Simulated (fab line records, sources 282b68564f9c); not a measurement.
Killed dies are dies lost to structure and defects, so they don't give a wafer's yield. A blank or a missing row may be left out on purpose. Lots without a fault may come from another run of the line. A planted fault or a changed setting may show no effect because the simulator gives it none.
fab line records | flow rit_cmos
record lots=14 wafers=42 last_day=7
route steps=202 shown FOX2@23 M1@202
lots that met no fault: from a run of the same line without faults
start_h: hours from the record's first day to the start of the lot's first wafer shown | wait_h: hours since the lot's step before | " the same as in the row above | L1.1+2: a row that stands for several wafers | - no value, or no start given | * or withheld: withheld | < > ~ a bound
route shown NAME@n: a module of which the file shows steps, and the number in the route of the first | usual: mean/standard deviation of fault-free wafers | same: alike in all rows | chamber/n: place in a boat | sites: the reading at each site | _std_site: their standard deviation | _edge_site: outer sites' mean less inner sites' | radius_mm: how far each site lies from the wafer's centre | mask NAME#n: copy n | behind: the tool/chamber that last shaped the wafer | hold: why the lot was held/for how many hours/how that ended | device: the transistor (n, p or np) that didn't switch | end of line: the same wafers' tests at the end of the route | a step without rows: its recipe alone | killed: dies lost to structure and defects at the first sort, not the wafer's yield | map: a wafer's dies, x killed, . not, _ none there
set.NAME: the setting as run; set.NAME@STEP: as run at that earlier step | model.NAME: the simulator's own value behind a step, which no gauge read
steps of the route over a sample of lots; a table a step, a row a wafer
services: from which hour (start_h, from the record's first day; less than 0 if before it) a tool's chamber was out of use, for how many hours, and why
## steps
# step RIT_FOX2_OXIDATION_00
# recipe temp_c=1100 ambient=H2O target_thk_a=3507 p_h2o_torr=720 ox_time_s=1130
# columns lot.wafer tool chamber start_h wait_h
L299.1+2+5 furnace-02 0 17.18 0.0
L300.2+5+6 furnace-02 0 22.42 0.0
L301.1+4+5 furnace-04 0 28.73 0.2
L302.1+5+6 furnace-02 0 32.42 0.0
L303.2+5+6 furnace-02 0 37.30 0.0
L308.1+2+4 furnace-02 0 62.15 0.0
L309.1+4+6 furnace-02 0 67.66 0.0
L310.1+4+6 furnace-04 0 74.07 0.0
L311.1+2+4 furnace-02 0 78.26 0.0
L317.1+2+6 furnace-02 0 112.98 2.6
L318.1+3+5 furnace-02 0 114.30 0.9
L319.1+2+3 furnace-04 0 119.03 0.0
L320.4+5+6 furnace-04 0 123.54 0.0
L321.2+3+4 furnace-04 0 127.27 0.0
# step RIT_M1_PROBE_99
# usual killed_at_M0_to_M3=0.1/0.34 killed_at_contacts=0.1/0.26 killed_at_front_end=7/3.1 killed_dies=7/3.1 killed_on_rim=1.9/1.5 killed_open=3.5/1.9 killed_short=3.4/2.1
# same gross_dies=264 killed_at_M4_up=0 killed_at_back_side=0 killed_at_other=0
# columns lot.wafer tool chamber start_h wait_h hold killed_at_M0_to_M3 killed_at_contacts killed_at_front_end killed_dies killed_on_rim killed_open killed_short
L299.1 prober-01 - 58.45 0.1 - 0 0 6 6 0 4 2
L299.2 prober-01 - 58.50 0.1 - 0 0 7 7 2 2 5
L299.5 prober-01 - 58.65 0.2 - 0 0 7 7 2 4 3
L300.2 prober-01 - 63.79 0.1 - 2 0 10 12 5 4 6
L300.5 prober-01 - 63.94 0.2 - 0 0 7 7 2 3 4
L300.6 prober-01 - 63.99 0.2 - 3 0 2 5 0 1 1
L301.1 prober-02 - 72.77 0.1 - 0 0 14 14 2 5 9
L301.4 prober-02 - 72.92 0.2 - 0 0 12 12 2 7 5
L301.5 prober-02 - 72.97 0.2 - 0 0 2 2 0 0 1
L302.1 prober-01 - 74.27 0.1 - 0 0 6 6 1 2 4
L302.5 prober-01 - 74.47 0.2 - 0 0 5 5 2 4 1
L302.6 prober-01 - 74.52 0.2 - 0 0 8 8 6 2 6
L303.2 prober-02 - 78.01 0.1 - 0 0 4 4 2 2 2
L303.5 prober-02 - 78.16 0.2 - 0 0 7 7 1 6 1
L303.6 prober-02 - 78.21 0.2 - 0 0 7 7 0 5 2
L308.1 prober-01 - 106.17 0.1 - 0 0 12 12 4 9 3
L308.2 prober-01 - 106.22 0.1 - 0 0 9 9 4 3 6
L308.4 prober-01 - 106.32 0.2 - 0 0 5 5 2 2 3
L309.1 prober-02 - 107.92 0.1 - 0 0 3 3 0 1 2
L309.4 prober-02 - 108.07 0.2 - 0 0 7 7 2 3 4
L309.6 prober-02 - 108.17 0.2 - 0 0 6 6 1 3 3
L310.1 prober-01 - 114.86 0.1 - 0 0 9 9 1 6 3
L310.4 prober-01 - 115.01 0.2 - 0 0 10 10 2 5 5
L310.6 prober-01 - 115.11 0.2 - 0 0 2 2 0 0 2
L311.1 prober-02 - 121.97 0.1 - 0 0 7 7 1 4 3
L311.2 prober-02 - 122.02 0.1 - 0 1 4 5 1 1 4
L311.4 prober-02 - 122.12 0.2 - 0 0 3 3 1 2 1
L317.1 prober-02 - 152.57 0.1 await_dispo/1.6h/release 0 0 122 122 31 3 4
L317.2 prober-02 - 152.62 0.1 await_dispo/1.6h/release 0 0 127 127 28 1 3
L317.6 prober-02 - 152.82 0.2 await_dispo/1.6h/release 0 0 120 120 38 3 1
L318.1 prober-01 - 154.66 0.1 await_dispo/8.5h/release 0 0 123 123 27 4 2
L318.3 prober-01 - 154.76 0.2 await_dispo/8.5h/release 0 1 121 122 35 1 4
L318.5 prober-01 - 154.86 0.2 await_dispo/8.5h/release 0 0 134 134 32 2 1
L319.1 prober-02 - 162.20 0.1 - 0 0 9 9 2 6 3
L319.2 prober-02 - 162.25 0.1 - 0 2 6 8 5 4 4
L319.3 prober-02 - 162.30 0.2 - 0 0 10 10 3 6 4
L320.4 prober-01 - 164.91 0.2 - 0 0 2 2 0 1 1
L320.5 prober-01 - 164.96 0.2 - 0 0 10 10 2 7 3
L320.6 prober-01 - 165.01 0.2 - 0 0 5 5 1 2 3
L321.2 prober-02 - 168.36 0.1 - 0 0 4 4 1 3 1
L321.3 prober-02 - 168.41 0.2 - 0 0 6 6 1 3 3
L321.4 prober-02 - 168.46 0.2 - 0 0 7 7 0 4 3
# killed by level:class
L299.1 FOX1:geometric_particle:open=2 REOX:geometric_particle:short=2 FOX2:geometric_particle:open=1 REOX:geometric_particle:open=1
L299.2 SPACER:geometric_particle:short=3 GATE:geometric_particle:short=2 GATE:geometric_particle:open=1 SPACER:geometric_particle:open=1
L299.5 SPACER:geometric_particle:open=2 FOX1:geometric_particle:short=1 GATE:geometric_particle:open=1 GATE:geometric_particle:short=1 REOX:geometric_particle:open=1 SPACER:geometric_particle:short=1
L300.2 GATE:geometric_particle:short=3 FOX1:geometric_particle:open=2 SPACER:geometric_particle:open=2 SILICIDE:geometric_particle:short=2 M1:coat_microbubble_printed=2 REOX:geometric_particle:short=1
L300.5 SPACER:geometric_particle:open=2 FOX1:geometric_particle:short=1 FOX2:geometric_particle:open=1 FOX2:geometric_particle:short=1 GATE:geometric_particle:short=1 SILICIDE:geometric_particle:short=1
L300.6 M1:coat_microbubble_printed=3 GATE:geometric_particle:short=1 SILICIDE:geometric_particle:open=1
L301.1 SILICIDE:geometric_particle:short=3 GATE:geometric_particle:open=2 GATE:geometric_particle:short=2 REOX:geometric_particle:short=2 SILICIDE:geometric_particle:open=2 FOX1:geometric_particle:short=1 FOX2:geometric_particle:open=1 SPACER:geometric_particle:short=1
L301.4 GATE:geometric_particle:short=3 GATE:geometric_particle:open=3 FOX1:geometric_particle:short=1 FOX1:geometric_particle:open=1 FOX2:geometric_particle:open=1 REOX:geometric_particle:open=1 SPACER:geometric_particle:short=1 SILICIDE:geometric_particle:open=1
L301.5 SILICIDE:geometric_particle:short=1 PWELL:coat_microbubble_printed=1
L302.1 FOX1:geometric_particle:short=1 FOX2:geometric_particle:short=1 GATE:geometric_particle:short=1 REOX:geometric_particle:open=1 SPACER:geometric_particle:open=1 SPACER:geometric_particle:short=1
L302.5 SILICIDE:geometric_particle:open=2 FOX2:geometric_particle:short=1 GATE:geometric_particle:open=1 SPACER:geometric_particle:open=1
L302.6 GATE:geometric_particle:short=3 FOX2:geometric_particle:open=1 FOX2:geometric_particle:short=1 REOX:geometric_particle:short=1 SPACER:geometric_particle:open=1 SPACER:geometric_particle:short=1
L303.2 GATE:geometric_particle:open=2 GATE:geometric_particle:short=1 SPACER:geometric_particle:short=1
L303.5 FOX2:geometric_particle:open=2 FOX1:geometric_particle:open=1 GATE:geometric_particle:short=1 REOX:geometric_particle:open=1 SPACER:geometric_particle:open=1 SILICIDE:geometric_particle:open=1
L303.6 FOX2:geometric_particle:open=2 FOX1:geometric_particle:short=1 FOX1:geometric_particle:open=1 FOX2:geometric_particle:short=1 SILICIDE:geometric_particle:open=1 STARTING-WAFER:geometric_particle:open=1
L308.1 GATE:geometric_particle:open=3 SPACER:geometric_particle:open=3 FOX1:geometric_particle:open=2 GATE:geometric_particle:short=2 FOX2:geometric_particle:open=1 SILICIDE:geometric_particle:short=1
L308.2 SILICIDE:geometric_particle:short=2 FOX1:geometric_particle:open=1 FOX2:geometric_particle:short=1 GATE:geometric_particle:short=1 GATE:geometric_particle:open=1 REOX:geometric_particle:short=1 SPACER:geometric_particle:open=1 SPACER:geometric_particle:short=1
L308.4 SPACER:geometric_particle:short=2 FOX1:geometric_particle:short=1 REOX:geometric_particle:open=1 SPACER:geometric_particle:open=1
L309.1 FOX1:geometric_particle:short=1 GATE:geometric_particle:open=1 SPACER:geometric_particle:short=1
L309.4 REOX:geometric_particle:short=2 FOX1:geometric_particle:short=1 FOX2:geometric_particle:open=1 GATE:geometric_particle:open=1 SPACER:geometric_particle:short=1 SILICIDE:geometric_particle:open=1
L309.6 GATE:geometric_particle:short=2 SPACER:geometric_particle:open=2 GATE:geometric_particle:open=1 SPACER:geometric_particle:short=1
L310.1 REOX:geometric_particle:open=3 FOX1:geometric_particle:open=1 GATE:geometric_particle:short=1 GATE:geometric_particle:open=1 REOX:geometric_particle:short=1 SPACER:geometric_particle:open=1 SILICIDE:geometric_particle:short=1
L310.4 REOX:geometric_particle:open=2 REOX:geometric_particle:short=2 FOX1:geometric_particle:short=1 FOX1:geometric_particle:open=1 GATE:geometric_particle:short=1 SPACER:geometric_particle:open=1 SILICIDE:geometric_particle:short=1 SILICIDE:geometric_particle:open=1
L310.6 GATE:geometric_particle:short=1 REOX:geometric_particle:short=1
L311.1 FOX1:geometric_particle:open=2 FOX2:geometric_particle:short=2 FOX2:geometric_particle:open=1 GATE:geometric_particle:open=1 SPACER:geometric_particle:short=1
L311.2 REOX:geometric_particle:short=2 GATE:geometric_particle:open=1 SILICIDE:geometric_particle:short=1 CONTACT:geometric_particle:short=1
L311.4 SPACER:geometric_particle:open=1 FOX1:geometric_particle:short=1 GATE:geometric_particle:open=1
L317.1 FOX2:unspecified=115 FOX1:geometric_particle:short=1 FOX2:geometric_particle:short=1 FOX2:geometric_particle:open=1 GATE:geometric_particle:open=1 REOX:geometric_particle:open=1 REOX:geometric_particle:short=1 SPACER:geometric_particle:short=1
L317.2 FOX2:unspecified=123 GATE:geometric_particle:short=2 FOX2:geometric_particle:short=1 GATE:geometric_particle:open=1
L317.6 FOX2:unspecified=116 FOX1:geometric_particle:open=1 GATE:geometric_particle:open=1 SPACER:geometric_particle:short=1 SILICIDE:geometric_particle:open=1
L318.1 FOX2:unspecified=117 FOX1:geometric_particle:open=2 FOX1:geometric_particle:short=1 GATE:geometric_particle:short=1 GATE:geometric_particle:open=1 REOX:geometric_particle:open=1
L318.3 FOX2:unspecified=117 GATE:geometric_particle:short=2 FOX1:geometric_particle:short=1 FOX2:geometric_particle:short=1 CONTACT:geometric_particle:open=1
L318.5 FOX2:unspecified=131 FOX1:geometric_particle:open=1 GATE:geometric_particle:open=1 GATE:geometric_particle:short=1
L319.1 GATE:geometric_particle:open=3 SPACER:geometric_particle:open=2 FOX1:geometric_particle:short=1 FOX2:geometric_particle:open=1 GATE:geometric_particle:short=1 REOX:geometric_particle:short=1
L319.2 GATE:geometric_particle:open=3 FOX1:geometric_particle:short=1 GATE:geometric_particle:short=1 SILICIDE:geometric_particle:short=1 CONTACT:geometric_particle:short=1 CONTACT:geometric_particle:open=1
L319.3 GATE:geometric_particle:short=4 FOX1:geometric_particle:open=2 GATE:geometric_particle:open=2 REOX:geometric_particle:open=1 SPACER:geometric_particle:open=1
L320.4 GATE:geometric_particle:short=1 GATE:geometric_particle:open=1
L320.5 REOX:geometric_particle:open=3 GATE:geometric_particle:open=2 FOX1:geometric_particle:open=1 FOX2:geometric_particle:short=1 SPACER:geometric_particle:open=1 SPACER:geometric_particle:short=1 SILICIDE:geometric_particle:short=1
L320.6 FOX1:geometric_particle:short=1 GATE:geometric_particle:open=1 REOX:geometric_particle:short=1 SPACER:geometric_particle:open=1 SILICIDE:geometric_particle:short=1
L321.2 GATE:geometric_particle:open=3 GATE:geometric_particle:short=1
L321.3 GATE:geometric_particle:short=2 SPACER:geometric_particle:open=2 REOX:geometric_particle:open=1 SILICIDE:geometric_particle:short=1
L321.4 GATE:geometric_particle:short=2 SPACER:geometric_particle:open=2 REOX:geometric_particle:short=1 REOX:geometric_particle:open=1 SILICIDE:geometric_particle:open=1
## services
# columns tool chamber start_h hours kind
furnace-04 - 44.29 2.8 pm
furnace-04 - 88.98 29.7 pm
## key
first_sign step=RIT_M1_PROBE_99 reading=killed_at_front_end direction=up sigmas=38 usual=7 struck=124
effect step=RIT_M1_PROBE_99 reading=killed_dies direction=up sigmas=38 usual=7 struck=125
met_at RIT_FOX2_OXIDATION_00
struck_lots L317,L318
tester_left_out L317,L318
onset_between 78.26 112.98
fault kind=chamber_particle_source tool=furnace-02 chamber=- onset_h=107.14 steps=RIT_FOX2_OXIDATION_00 rate_per_visit_cm2=1.1761 end_h=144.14
# tester_left_out: of these lots the tester's yield and bins aren't shown, on N5 and GAA mostly nor the transistor test; their killed dies are dies lost to structure and defects alone, not to doping, threshold or leakage, so they don't give the yield
